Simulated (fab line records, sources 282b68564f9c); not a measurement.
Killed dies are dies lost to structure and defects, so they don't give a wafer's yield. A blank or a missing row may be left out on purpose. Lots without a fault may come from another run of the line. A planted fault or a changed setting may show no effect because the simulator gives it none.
Split-lot experiment | flow rit_cmos | 5 lots, 23 wafers read, on a route of 202 steps

THE SPLIT
At RIT_CONTACT_DEVELOP_07 (develop time 120 s), the setting develop_time_s was moved away from the recipe's 120 s on 7 of the 23 wafers read, by -8.8% to +10.2%. The other wafers ran this setting at the recipe's value.

FROM THE SPLIT TO THE READING: what the file shows between them, 4 steps
- RIT_CONTACT_CD_MEAS_08: target cd 1000 nm
- RIT_CONTACT_HARDBAKE_10: time 60 s
- RIT_CONTACT_ETCH_11: etches SiO2 in CHF3/CF4/Ar, stops on TiSi2, target depth 480 nm, time 320 s
- RIT_CONTACT_STRIP_12: strips in O2, time 180 s

THE READING
cd_nm, in nm, at RIT_CONTACT_CD_MEAS_90 (target cd 1000 nm). Fault-free wafers of this fab line usually give 999.1 nm, standard deviation 2.3 nm.

wafer  | tool, chamber at the split | develop_time_s as run, s | against the recipe | cd_nm, nm | against lot-mates on the recipe
L074.1 | litho_track-03, 0          | 109.4                    | -8.8%              | 993.3     | -6.0
L074.2 | litho_track-03, 0          | 120                      | recipe             | 998.9     | -
L074.3 | litho_track-03, 0          | 109.4                    | -8.8%              | 989.2     | -10.1
L074.5 | litho_track-03, 0          | 120                      | recipe             | 998.8     | -
L074.6 | litho_track-03, 0          | 120                      | recipe             | 1000.3    | -
L075.1 | litho_track-04, 0          | 132.2                    | +10.2%             | 1005.1    | +4.9
L075.2 | litho_track-04, 0          | 120                      | recipe             | 1000.7    | -
L075.3 | litho_track-04, 0          | 120                      | recipe             | 1000.7    | -
L075.5 | litho_track-04, 0          | 132.2                    | +10.2%             | 1008.2    | +8.0
L075.6 | litho_track-04, 0          | 120                      | recipe             | 999.3     | -
L077.1 | litho_track-03, 0          | 113.7                    | -5.2%              | 993.1     | -4.3
L077.2 | litho_track-03, 0          | 113.7                    | -5.2%              | 992.6     | -4.8
L077.3 | litho_track-03, 0          | 120                      | recipe             | 997.1     | -
L077.4 | litho_track-03, 0          | 113.7                    | -5.2%              | 991.2     | -6.2
L077.5 | litho_track-03, 0          | 120                      | recipe             | 997.7     | -
L083.1 | litho_track-03, 0          | 120                      | recipe             | 1002.0    | -
L083.4 | litho_track-03, 0          | 120                      | recipe             | 1003.2    | -
L083.5 | litho_track-03, 0          | 120                      | recipe             | 1002.2    | -
L085.1 | litho_track-03, 0          | 120                      | recipe             | 1001.0    | -
L085.2 | litho_track-03, 0          | 120                      | recipe             | 998.9     | -
L085.4 | litho_track-03, 0          | 120                      | recipe             | 998.8     | -
L085.5 | litho_track-03, 0          | 120                      | recipe             | 1001.0    | -
L085.6 | litho_track-03, 0          | 120                      | recipe             | 1000.8    | -

THE FIT
A straight line over all 23 wafers: cd_nm changes by +0.905 nm for each +1% of develop_time_s; r = +0.90; the points scatter about the line by 2.1 nm.
The same after taking each lot's own level away (the mean of its wafers on the recipe; 23 wafers): +0.783 nm for each +1%; r = +0.95; scatter 1.2 nm.
On that fit, the largest move of develop_time_s shifts the reading by 8 nm.
The lots' own levels span 997.40 to 1002.47 nm, that is 2.2 times the standard deviation above.
So the lot-to-lot level changes the slope: the two fits differ.
Check: with one of the wafers moved furthest among these (+10.2%) left out of the fit, the line predicts +8.8 nm for it against its lot-mates. It came out at +4.87 nm against them.

OTHER SPLITS ON THESE WAFERS
These wafers also went through other splits before the reading. Each is held against what the fit with the lots' levels taken away leaves over:
other split on the same wafers | wafers away from the commonest value | r with cd_nm (lot level and that fit taken away)
RIT_GATE_OXIDATION_05 temp_c   | 18                                   | -0.07
RIT_GATE_EXPOSE_13 dose_mj     | 10                                   | +0.09
RIT_GATE_STRIP_20 o2_flow_sccm | 10                                   | -0.11
RIT_NLDD_COAT_01 spin_rpm      | 10                                   | +0.18
RIT_NLDD_IMPLANT_08 dose_cm2   | 8                                    | -0.37
RIT_SDANNEAL_CLEAN_01 time_s   | 10                                   | +0.01

THE WHOLE CHAIN: every reading that the file lists as answering this split, in the file's order
step                   | what it does                                                                | reading                                                        | change (the file's fit)               | r (the file's)
RIT_CONTACT_CD_MEAS_08 | target cd 1000 nm                                                           | cd_nm                                                          | +0.795 nm for each +1% of the setting | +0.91
RIT_CONTACT_ETCH_11    | etches SiO2 in CHF3/CF4/Ar, stops on TiSi2, target depth 480 nm, time 320 s | CONTACT.cd_nm (the simulator's own value, which no gauge read) | +0.784 nm for each +1% of the setting | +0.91
RIT_CONTACT_CD_MEAS_90 | target cd 1000 nm                                                           | cd_nm                                                          | +0.784 nm for each +1% of the setting | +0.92

THE FILE'S OWN FIT
cd_nm changes by +0.784 nm for each +1% of develop_time_s, r = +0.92.
